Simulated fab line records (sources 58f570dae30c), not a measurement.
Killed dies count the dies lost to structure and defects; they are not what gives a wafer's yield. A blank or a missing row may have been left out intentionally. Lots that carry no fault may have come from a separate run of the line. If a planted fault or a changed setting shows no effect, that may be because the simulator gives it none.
Check for tools in common | flow berkeleyCmos170 | 14 lots and 42 wafers in the sample

## WHY IT WAS OPENED
At UCB170_PLDD_OVL_MEAS_07 the reading PLDD_OVL is flagged on 2 of 14 lots. No-fault wafers: -1 nm, standard deviation 5.8.
Rule: a lot is flagged in two cases, either no wafer of it has a number, or all its wafers with numbers fall more than 4 standard deviations from that mean. As for the other lots, they are considered sound.

lot  | measured     | on         | PLDD_OVL (nm), wafer by wafer | flag
L203 | day 6 11:10  | overlay-02 | 9 -3 14                       | 
L205 | day 6 17:26  | overlay-02 | 7 9 11                        | 
L204 | day 6 17:43  | overlay-02 | -9 -10 -1                     | 
L206 | day 7 08:46  | overlay-01 | 1 5 7                         | 
L210 | day 7 21:12  | overlay-02 | 208 197 206                   | FLAGGED
L211 | day 8 08:07  | overlay-01 | 211 209 204                   | FLAGGED
L214 | day 8 21:10  | overlay-02 | -9 -2 -5                      | 
L220 | day 9 13:00  | overlay-02 | 1 0 2                         | 
L219 | day 9 13:55  | overlay-01 | -6 -3 1                       | 
L221 | day 10 01:56 | overlay-02 | -3 -9 1                       | 
L223 | day 10 15:42 | overlay-01 | -3 -1 -2                      | 
L222 | day 10 15:46 | overlay-02 | 1 -3 0                        | 
L224 | day 10 16:19 | overlay-01 | 2 -4 -3                       | 
L226 | day 10 23:02 | overlay-01 | 3 0 8                         | 
On average the flagged lots' numbers are 206 nm, which is +207 nm against the usual, or +36 standard deviations.

## WHICH TOOL RAN EACH LOT
The record holds 1 process step before the reading, out of a route of 331 steps. Read each cell as the tool, then ch plus the chambers that the sampled wafers visited, then the start.
lot  | flag    | UCB170_PLDD_EXPOSE_03
L203 |         | krfScanner-02 ch 0, day 6 10:18
L205 |         | krfScanner-02 ch 0, day 6 16:44
L204 |         | krfScanner-02 ch 0, day 6 17:05
L206 |         | krfScanner-02 ch 0, day 7 07:34
L210 | FLAGGED | krfScanner-02 ch 0, day 7 20:40
L211 | FLAGGED | krfScanner-02 ch 0, day 8 07:38
L214 |         | krfScanner-01 ch 0, day 8 19:43
L220 |         | krfScanner-01 ch 0, day 9 12:29
L219 |         | krfScanner-01 ch 0, day 9 13:26
L221 |         | krfScanner-01 ch 0, day 10 00:51
L223 |         | krfScanner-01 ch 0, day 10 14:57
L222 |         | krfScanner-01 ch 0, day 10 15:08
L224 |         | krfScanner-01 ch 0, day 10 15:38
L226 |         | krfScanner-01 ch 0, day 10 21:56
These steps, and what they do:
- UCB170_PLDD_EXPOSE_03: exposes mask PSELECT, target cd 1200 nm.
- UCB170_PLDD_OVL_MEAS_07

## FLAGGED AGAINST TOTAL, ONE TOOL AT A TIME (gauges that did the reading follow at the end)
step                    | tool          | lots run | flagged | share of the flagged lots | sound lots run after its first flagged lot
UCB170_PLDD_EXPOSE_03   | krfScanner-01 | 8        | 0       | none                      | -
UCB170_PLDD_EXPOSE_03   | krfScanner-02 | 6        | 2       | all                       | 0
UCB170_PLDD_OVL_MEAS_07 | overlay-01    | 6        | 1       | some                      | 4 (L219,L223,L224,L226)
UCB170_PLDD_OVL_MEAS_07 | overlay-02    | 8        | 1       | some                      | 4 (L214,L220,L221,L222)

## WHAT IS ALLOWED BY THE TABLE
In the table, 1 row covers all flagged lots: krfScanner-02 at UCB170_PLDD_EXPOSE_03.
- krfScanner-02 at UCB170_PLDD_EXPOSE_03 ran 6 lots, 2 of them flagged. A fault beginning between L206 (day 7 07:34), its last sound lot, and L210 (day 7 20:40), its first flagged one, fits the data.
Left over: one tool, krfScanner-02 at UCB170_PLDD_EXPOSE_03.

## WHAT THE SIMULATOR HAD INSERTED
Scanner matching overlay: krfScanner-02, from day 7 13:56 on, at UCB170_PLDD_EXPOSE_03. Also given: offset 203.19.
Shown lots that were struck: L210, L211. The rule above reached the same finding.
